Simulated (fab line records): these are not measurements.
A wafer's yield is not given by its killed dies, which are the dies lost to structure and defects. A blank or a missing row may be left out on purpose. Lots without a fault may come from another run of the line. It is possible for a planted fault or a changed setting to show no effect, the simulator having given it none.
What tool caused it? ; flow berkeley cmos170 ; 21 wafers from 7 lots sampled at 2 of the route's 331 steps

WHAT THE GAUGES READ, wafer by wafer
UCB170_START_THK_MEAS_03.
lot;measured;on;START_OXIDE_THK (nm)
L328;day 2 02:31;film metro-02;20.4 20.3 20.4
L331;day 2 13:25;film metro-03;20.4 20.4 20.2
L333;day 3 02:56;film metro-04;20.2 20.5 20.8
L336;day 3 17:14;film metro-02;20.7 20.3 20.0
L338;day 4 01:44;film metro-04;19.9 20.3 20.0
L346;day 5 18:49;film metro-03;26.1 26.3 25.9
L349;day 6 11:08;film metro-02;20.5 20.7 20.3

WHAT TOOL EACH LOT RAN ON (gives the tool, then ch and the chambers of the sampled wafers, and finally the start)
lot;UCB170_START_OXIDATION_02
L328;furnace-04 ch 0, day 2 00:59
L331;furnace-01 ch 0, day 2 11:54
L333;furnace-02 ch 0, day 3 01:26
L336;furnace-01 ch 0, day 3 15:43
L338;furnace-01 ch 0, day 4 00:13
L346;furnace-01 ch 0, day 5 17:19
L349;furnace-02 ch 0, day 6 09:37
- UCB170_START_OXIDATION_02: target thk 20 nm, ox time 1800 s.

THE ANSWER, worked out from the rows above alone
Rule: the usual values come from the lots themselves. The widest of any qualifying gaps counts: lots, ordered by their means at a reading, are off when they make up no more than a third of the lots, leave a main group of 4 or more, and stand apart from it by 3 or more times the standard deviation of that group's means. A main group whose means are all the same, to the digits that the tables above print for the reading, isn't used. A lot without any number at a reading at which 4 lots or more have one is off too. The other lots that the step has rows for count as sound.
Off: L346, seen at UCB170_START_THK_MEAS_03 (START_OXIDE_THK). The main group: mean 20.4 nm, standard deviation 0.14.
If a tool, at a process step before that reading, ran all the lots that are off and no sound lot after the first of them, it fits. The gauges at UCB170_START_THK_MEAS_03 are tried like those tools. 2 tools fit, furnace-01 at UCB170_START_OXIDATION_02 and film metro-03 at UCB170_START_THK_MEAS_03, so this cannot tell which one it is.

WHAT WAS PUT IN BY THE SIMULATOR
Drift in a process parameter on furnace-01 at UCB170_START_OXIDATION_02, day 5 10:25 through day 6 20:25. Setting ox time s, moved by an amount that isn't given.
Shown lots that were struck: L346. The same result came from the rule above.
